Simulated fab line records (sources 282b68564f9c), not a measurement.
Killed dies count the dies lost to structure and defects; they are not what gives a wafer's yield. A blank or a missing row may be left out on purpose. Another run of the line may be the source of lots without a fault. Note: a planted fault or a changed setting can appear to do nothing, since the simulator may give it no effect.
fab line records -- flow rit_cmos
[record] lots = 14, wafers = 42, last_day = 7
route steps=202 shown ACTIVE@1 SILICIDE@165 M1@199
lots with no fault: from the same line, run without faults
start_h: the number of hours between the record's first day and the start of the first shown wafer of the lot -- wait_h: hours since the lot's step before -- " as in the row above -- L1.1+2: several wafers, shown together as one row -- - no value, or no start given -- * or withheld: withheld -- < > ~ a bound
route shown NAME@n: a module of which the file shows steps, and the number in the route of the first -- usual: mean/standard deviation taken from wafers without a fault -- same: alike in all rows -- chamber/n: place in a boat -- sites: the reading at each site -- _std_site: standard deviation of those values -- _edge_site: the outer-site mean with the inner-site mean subtracted -- radius_mm: how far each site lies from the wafer's centre -- mask NAME#n: copy n -- behind: tool/chamber where the wafer was last shaped -- hold: why the lot was held/for how many hours/how that ended -- device: whichever transistor did not switch (one of n, p or np) -- end of line: the same wafers' tests at the end of the route -- a step given without rows: its recipe and nothing more -- killed: the dies lost at the first sort to structure and to defects; this is not the yield of the wafer -- map: a wafer's dies, x killed, . not, _ none there
set.NAME: the setting that was run; set.NAME@STEP: the one run at that earlier step -- model.NAME: the simulator's own value behind a step, which no gauge read
one table for each step of the route and one row for each wafer, over a sample of lots
services: from which hour (start_h, from the record's first day; less than 0 if before it) a tool's chamber was out of use, for how many hours, and why
[[steps]]
[step RIT_ACTIVE_BOW_MEAS_00]
[recipe] mode = bow
[usual] INCOMING_BOW = -1/6.4
lot.wafer,tool,chamber,start_h,wait_h,INCOMING_BOW[um]
L154.3,film_metro-02,-,10.04,-,5
L154.4,film_metro-02,-,10.04,-,1
L154.5,film_metro-02,-,10.04,-,4
L155.1,film_metro-01,-,15.00,-,-5
L155.5,film_metro-01,-,15.00,-,-9
L155.6,film_metro-01,-,15.00,-,2
L156.1,film_metro-01,-,20.00,-,-5
L156.5,film_metro-01,-,20.00,-,6
L156.6,film_metro-01,-,20.00,-,9
L157.1,film_metro-01,-,25.00,-,-3
L157.2,film_metro-01,-,25.00,-,2
L157.3,film_metro-01,-,25.00,-,1
L158.1,film_metro-01,-,30.00,-,-2
L158.2,film_metro-01,-,30.00,-,-9
L158.5,film_metro-01,-,30.00,-,-9
L159.2,film_metro-03,-,35.02,-,0
L159.5,film_metro-03,-,35.02,-,9
L159.6,film_metro-03,-,35.02,-,-4
L161.3,film_metro-01,-,45.04,-,1
L161.5,film_metro-01,-,45.04,-,-7
L161.6,film_metro-01,-,45.04,-,5
L164.1,film_metro-02,-,60.00,-,7
L164.4,film_metro-02,-,60.00,-,-5
L164.6,film_metro-02,-,60.00,-,3
L165.2,film_metro-03,-,65.02,-,0
L165.3,film_metro-03,-,65.02,-,-4
L165.6,film_metro-03,-,65.02,-,0
L168.1,film_metro-02,-,80.00,-,2
L168.3,film_metro-02,-,80.00,-,-6
L168.4,film_metro-02,-,80.00,-,1
L170.2,film_metro-03,-,90.02,-,15
L170.4,film_metro-03,-,90.02,-,10
L170.5,film_metro-03,-,90.02,-,-6
L171.3,film_metro-01,-,95.04,-,-2
L171.5,film_metro-01,-,95.04,-,-1
L171.6,film_metro-01,-,95.04,-,4
L174.1,film_metro-02,-,110.00,-,1
L174.2,film_metro-02,-,110.00,-,3
L174.6,film_metro-02,-,110.00,-,7
L175.1,film_metro-01,-,115.00,-,-1
L175.3,film_metro-01,-,115.00,-,-14
L175.5,film_metro-01,-,115.00,-,-2
[step RIT_ACTIVE_STRIP_14]
[recipe] chemistry = O2, time_s = 180, resist = NOVOLAK, platen_temp_c = withheld, power_w = 500, pressure_mtorr = 4000, o2_flow_sccm = 4000
[usual] drypump_motor_current_A = 5.6/0.56
lot.wafer,tool,chamber,start_h,wait_h,drypump_motor_current_A,rf_hours_counter_h
L154.3,plasma_asher-03,1,15.03,0.1,6.1,-
L154.4,plasma_asher-03,0,15.03,0.1,4.7,-
L154.5,plasma_asher-03,1,15.03,0.1,6.1,-
L155.1,plasma_asher-03,0,20.68,0.1,4.8,38
L155.5,plasma_asher-03,0,20.68,0.1,4.7,-
L155.6,plasma_asher-03,1,20.68,0.1,6.1,-
L156.1,plasma_asher-03,0,24.84,0.1,4.7,39
L156.5,plasma_asher-03,1,24.84,0.1,6.1,-
L156.6,plasma_asher-03,0,24.84,0.1,4.7,-
L157.1,plasma_asher-01,0,29.84,0.1,5.7,40
L157.2,plasma_asher-01,1,29.84,0.1,5.7,40
L157.3,plasma_asher-01,0,29.84,0.1,5.7,-
L158.1,plasma_asher-03,1,34.84,0.1,6.2,40
L158.2,plasma_asher-03,0,34.84,0.1,4.7,40
L158.5,plasma_asher-03,1,34.84,0.1,6.1,-
L159.2,plasma_asher-04,0,40.40,0.1,5.5,22
L159.5,plasma_asher-04,1,40.40,0.1,6.2,-
L159.6,plasma_asher-04,0,40.40,0.1,5.5,-
L161.3,plasma_asher-01,1,50.48,0.1,5.7,-
L161.5,plasma_asher-01,0,50.48,0.1,5.7,-
L161.6,plasma_asher-01,1,50.48,0.1,5.7,-
L164.1,plasma_asher-03,0,64.84,0.1,4.7,43
L164.4,plasma_asher-03,1,64.84,0.1,6.1,-
L164.6,plasma_asher-03,0,64.84,0.1,4.8,-
L165.2,plasma_asher-03,0,70.05,0.1,4.7,44
L165.3,plasma_asher-03,1,70.05,0.1,6.1,-
L165.6,plasma_asher-03,0,70.05,0.1,4.7,-
L168.1,plasma_asher-04,0,84.84,0.1,5.5,26
L168.3,plasma_asher-04,0,84.84,0.1,5.5,-
L168.4,plasma_asher-04,1,84.84,0.1,6.2,-
L170.2,plasma_asher-04,0,94.84,0.1,5.5,27
L170.4,plasma_asher-04,0,94.84,0.1,5.5,-
L170.5,plasma_asher-04,0,94.84,0.1,5.5,-
L171.3,plasma_asher-04,0,99.90,0.1,5.5,-
L171.5,plasma_asher-04,1,99.90,0.1,6.1,-
L171.6,plasma_asher-04,0,99.90,0.1,5.5,-
L174.1,plasma_asher-04,0,114.97,0.1,5.5,30
L174.2,plasma_asher-04,1,114.97,0.1,6.1,30
L174.6,plasma_asher-04,0,114.97,0.1,5.5,-
L175.1,plasma_asher-01,1,120.68,0.1,5.7,0
L175.3,plasma_asher-01,0,120.68,0.1,5.7,-
L175.5,plasma_asher-01,1,120.68,0.1,5.7,-
[step RIT_SILICIDE_RTA_04]
[recipe] temp_c = 650, time_s = 10, idle_temp_c = 25, ramp_up_s = 5, ramp_down_s = 5, cool_to_c = 25, ambient = N2
[usual] chamber_o2_ppm = 1.998/0.02, wafer_temp_C_max = 653.0/0.68
lot.wafer,tool,chamber,start_h,wait_h,chamber_o2_ppm,wafer_temp_C_max
L154.3,rtp_anneal-01,0,53.32,0.1,1.972,653.2
L154.4,rtp_anneal-01,0,53.32,0.1,2.024,653.8
L154.5,rtp_anneal-01,0,53.32,0.1,2.003,653.9
L155.1,rtp_anneal-02,0,55.23,0.1,2.016,651.6
L155.5,rtp_anneal-02,0,55.23,0.1,1.989,652.4
L155.6,rtp_anneal-02,0,55.23,0.1,1.983,652.7
L156.1,rtp_anneal-01,0,61.84,0.1,2.031,653.9
L156.5,rtp_anneal-01,0,61.84,0.1,2.002,653.3
L156.6,rtp_anneal-01,0,61.84,0.1,2.022,654.3
L157.1,rtp_anneal-02,0,65.30,0.1,2.014,652.0
L157.2,rtp_anneal-02,0,65.30,0.1,1.991,651.7
L157.3,rtp_anneal-02,0,65.30,0.1,1.995,652.9
L158.1,rtp_anneal-01,0,72.06,0.1,1.967,653.3
L158.2,rtp_anneal-01,0,72.06,0.1,2.003,652.5
L158.5,rtp_anneal-01,0,72.06,0.1,2.005,652.2
L159.2,rtp_anneal-02,0,75.73,0.1,1.972,652.1
L159.5,rtp_anneal-02,0,75.73,0.1,1.987,652.9
L159.6,rtp_anneal-02,0,75.73,0.1,2.022,652.4
L161.3,rtp_anneal-02,0,85.93,0.1,2.028,653.5
L161.5,rtp_anneal-02,0,85.93,0.1,2.032,653.8
L161.6,rtp_anneal-02,0,85.93,0.1,2.042,654.3
L164.1,rtp_anneal-01,0,100.89,0.1,1.975,652.1
L164.4,rtp_anneal-01,0,100.89,0.1,1.979,653.3
L164.6,rtp_anneal-01,0,100.89,0.1,1.960,653.4
L165.2,rtp_anneal-02,0,105.88,0.1,2.022,652.5
L165.3,rtp_anneal-02,0,105.88,0.1,2.029,652.2
L165.6,rtp_anneal-02,0,105.88,0.1,1.993,652.5
L168.1,rtp_anneal-01,0,120.91,0.1,1.995,652.5
L168.3,rtp_anneal-01,0,120.91,0.1,2.018,653.1
L168.4,rtp_anneal-01,0,120.91,0.1,1.964,652.9
L170.2,rtp_anneal-01,0,130.71,0.1,1.982,654.5
L170.4,rtp_anneal-01,0,130.71,0.1,2.021,652.4
L170.5,rtp_anneal-01,0,130.71,0.1,2.004,653.8
L171.3,rtp_anneal-02,0,135.83,0.1,1.982,652.3
L171.5,rtp_anneal-02,0,135.83,0.1,1.999,652.3
L171.6,rtp_anneal-02,0,135.83,0.1,2.008,652.2
L174.1,rtp_anneal-01,0,151.67,0.1,1.995,652.6
L174.2,rtp_anneal-01,0,151.67,0.1,2.002,653.3
L174.6,rtp_anneal-01,0,151.67,0.1,2.010,653.3
L175.1,rtp_anneal-02,0,155.05,0.1,1.991,652.3
L175.3,rtp_anneal-02,0,155.05,0.1,2.007,652.3
L175.5,rtp_anneal-02,0,155.05,0.1,2.013,652.3
[step RIT_M1_CD_MEAS_90]
[recipe] target_cd_nm = 2600
[usual] cd_nm = 2599.2/2.4
lot.wafer,tool,chamber,start_h,wait_h,cd_nm
L154.3,cd_sem-01,-,58.26,0.1,2595.8
L154.4,cd_sem-01,-,58.26,0.1,2596.7
L154.5,cd_sem-01,-,58.26,0.1,2598.5
L155.1,cd_sem-02,-,60.25,0.1,2600.7
L155.5,cd_sem-02,-,60.25,0.1,2600.1
L155.6,cd_sem-02,-,60.25,0.1,2598.0
L156.1,cd_sem-01,-,66.57,0.1,2596.1
L156.5,cd_sem-01,-,66.57,0.1,2594.3
L156.6,cd_sem-01,-,66.57,0.1,2596.1
L157.1,cd_sem-02,-,70.35,0.1,2597.3
L157.2,cd_sem-02,-,70.35,0.1,2596.9
L157.3,cd_sem-02,-,70.35,0.1,2597.5
L158.1,cd_sem-01,-,77.21,0.1,2597.2
L158.2,cd_sem-01,-,77.21,0.1,2598.5
L158.5,cd_sem-01,-,77.21,0.1,2596.6
L159.2,cd_sem-02,-,80.72,0.1,2603.6
L159.5,cd_sem-02,-,80.72,0.1,2602.2
L159.6,cd_sem-02,-,80.72,0.1,2601.2
L161.3,cd_sem-02,-,90.78,0.1,2600.2
L161.5,cd_sem-02,-,90.78,0.1,2600.7
L161.6,cd_sem-02,-,90.78,0.1,2599.6
L164.1,cd_sem-01,-,105.63,0.1,2600.0
L164.4,cd_sem-01,-,105.63,0.1,2598.8
L164.6,cd_sem-01,-,105.63,0.1,2599.6
L165.2,cd_sem-01,-,111.00,0.1,2600.4
L165.3,cd_sem-01,-,111.00,0.1,2603.4
L165.6,cd_sem-01,-,111.00,0.1,2598.8
L168.1,cd_sem-01,-,125.90,0.1,2597.3
L168.3,cd_sem-01,-,125.90,0.1,2600.7
L168.4,cd_sem-01,-,125.90,0.1,2599.1
L170.2,cd_sem-01,-,135.93,0.1,2596.8
L170.4,cd_sem-01,-,135.93,0.1,2598.0
L170.5,cd_sem-01,-,135.93,0.1,2596.2
L171.3,cd_sem-01,-,140.64,0.1,2599.2
L171.5,cd_sem-01,-,140.64,0.1,2599.2
L171.6,cd_sem-01,-,140.64,0.1,2596.7
L174.1,cd_sem-02,-,156.60,0.1,2604.3
L174.2,cd_sem-02,-,156.60,0.1,2601.7
L174.6,cd_sem-02,-,156.60,0.1,2601.7
L175.1,cd_sem-02,-,160.10,0.1,2600.5
L175.3,cd_sem-02,-,160.10,0.1,2599.4
L175.5,cd_sem-02,-,160.10,0.1,2600.1
[step RIT_M1_PROBE_99]
[usual] killed_at_M0_to_M3 = 0.0/0.14, killed_at_front_end = 6.5/3, killed_dies = 6.6/3, killed_open = 3.4/2.2, killed_short = 3.3/1.7
[same] gross_dies = 264, killed_at_M4_up = 0, killed_at_back_side = 0, killed_at_contacts = 0, killed_at_other = 0
lot.wafer,tool,chamber,start_h,wait_h,killed_at_M0_to_M3,killed_at_front_end,killed_dies,killed_open,killed_short
L157.1,prober-02,-,72.09,0.1,0,9,9,4,5
L157.2,prober-02,-,72.14,0.1,0,12,12,3,9
L157.3,prober-02,-,72.19,0.2,0,9,9,4,5
L158.1,prober-01,-,78.95,0.1,0,6,6,3,3
L158.2,prober-01,-,79.00,0.1,1,2,3,2,1
L158.5,prober-01,-,79.15,0.2,0,12,12,7,5
L161.3,prober-02,-,92.58,0.2,0,2,2,2,0
L161.5,prober-02,-,92.68,0.2,0,3,3,3,0
L161.6,prober-02,-,92.73,0.2,0,3,3,2,1
L164.1,prober-01,-,107.37,0.1,0,48,48,4,5
L164.4,prober-01,-,107.52,0.2,0,5,5,1,4
L164.6,prober-01,-,107.62,0.2,0,50,50,5,7
L165.2,prober-02,-,112.85,0.1,0,37,37,1,3
L165.3,prober-02,-,112.90,0.2,0,2,2,0,2
L165.6,prober-02,-,113.05,0.2,0,42,42,5,5
L170.2,prober-01,-,138.41,0.1,0,6,6,2,4
L170.4,prober-01,-,138.51,0.2,0,5,5,2,3
L170.5,prober-01,-,138.56,0.2,0,5,5,0,5
// killed by level:class
L157.1 GATE:geometric_particle:short=3 GATE:geometric_particle:open=2 FOX1:geometric_particle:open=1 FOX1:geometric_particle:short=1 FOX2:geometric_particle:short=1 FOX2:geometric_particle:open=1
L157.2 GATE:geometric_particle:short=3 FOX2:geometric_particle:short=2 SPACER:geometric_particle:open=2 FOX1:geometric_particle:short=1 REOX:geometric_particle:short=1 SPACER:geometric_particle:short=1 SILICIDE:geometric_particle:open=1 SILICIDE:geometric_particle:short=1
L157.3 GATE:geometric_particle:open=3 FOX1:geometric_particle:short=2 GATE:geometric_particle:short=2 REOX:geometric_particle:open=1 SPACER:geometric_particle:short=1
L158.1 GATE:geometric_particle:open=2 FOX1:geometric_particle:short=1 FOX2:geometric_particle:short=1 GATE:geometric_particle:short=1 SILICIDE:geometric_particle:open=1
L158.2 REOX:geometric_particle:open=1 SILICIDE:geometric_particle:open=1 M1:geometric_particle:short=1
L158.5 GATE:geometric_particle:short=3 SILICIDE:geometric_particle:open=3 GATE:geometric_particle:open=2 FOX2:geometric_particle:open=1 REOX:geometric_particle:open=1 SPACER:geometric_particle:short=1 SILICIDE:geometric_particle:short=1
L161.3 REOX:geometric_particle:open=2
L161.5 FOX1:geometric_particle:open=1 FOX2:geometric_particle:open=1 GATE:geometric_particle:open=1
L161.6 REOX:geometric_particle:open=2 GATE:geometric_particle:short=1
L164.1 ACTIVE:unspecified=39 GATE:geometric_particle:short=5 GATE:geometric_particle:open=3 SILICIDE:geometric_particle:open=1
L164.4 REOX:geometric_particle:short=2 GATE:geometric_particle:open=1 GATE:geometric_particle:short=1 SPACER:geometric_particle:short=1
L164.6 ACTIVE:unspecified=38 FOX1:geometric_particle:short=2 GATE:geometric_particle:open=2 GATE:geometric_particle:short=2 SILICIDE:geometric_particle:short=2 FOX1:geometric_particle:open=1 SPACER:geometric_particle:short=1 SPACER:geometric_particle:open=1
L165.2 ACTIVE:unspecified=33 SPACER:geometric_particle:short=2 FOX1:geometric_particle:short=1 FOX1:geometric_particle:open=1
L165.3 FOX1:geometric_particle:short=1 REOX:geometric_particle:short=1
L165.6 ACTIVE:unspecified=32 SPACER:geometric_particle:open=4 SPACER:geometric_particle:short=3 REOX:geometric_particle:short=1 SILICIDE:geometric_particle:short=1 SILICIDE:geometric_particle:open=1
L170.2 REOX:geometric_particle:short=2 GATE:geometric_particle:short=1 REOX:geometric_particle:open=1 SILICIDE:geometric_particle:short=1 SILICIDE:geometric_particle:open=1
L170.4 GATE:geometric_particle:short=2 REOX:geometric_particle:open=1 REOX:geometric_particle:short=1 SPACER:geometric_particle:open=1
L170.5 FOX1:geometric_particle:short=2 SILICIDE:geometric_particle:short=2 GATE:geometric_particle:short=1
[[services]]
tool,chamber,start_h,hours,kind
plasma_asher-04,-,-2.32,0.6,repair
plasma_asher-03,-,36.07,1.1,repair
plasma_asher-01,-,108.75,9.0,pm
plasma_asher-01,0,108.75,9.0,vent_cycle
plasma_asher-01,1,108.75,9.0,vent_cycle
plasma_asher-01,0,117.75,-,clean
plasma_asher-01,1,117.75,-,clean
rtp_anneal-02,-,145.45,1.2,pm
[[key]]
[first_sign] step = RIT_M1_PROBE_99, reading = killed_dies, direction = up, sigmas = 13, usual = 6.6, struck = 44.2
[effect] step = RIT_M1_PROBE_99, reading = killed_at_front_end, direction = up, sigmas = 13, usual = 6.5, struck = 44.2
met_at RIT_ACTIVE_STRIP_14
struck_lots L164,L165
struck_wafers L164.1,L164.6,L165.2,L165.6
tester_left_out L164,L165
not_acting_at RIT_ACTIVE_BOW_MEAS_00,RIT_SILICIDE_RTA_04,RIT_M1_CD_MEAS_90
onset_between 34.84 64.84
[fault] kind = chamber_particle_source, tool = plasma_asher-03, chamber = 0, onset_h = 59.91, steps = RIT_ACTIVE_STRIP_14, rate_per_visit_cm2 = 1.0584, end_h = 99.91
// tester_left_out: of these lots the tester's yield and bins aren't shown, on N5 and GAA mostly nor the transistor test; their killed dies are dies lost to structure and defects alone, not to doping, threshold or leakage, so they don't give the yield
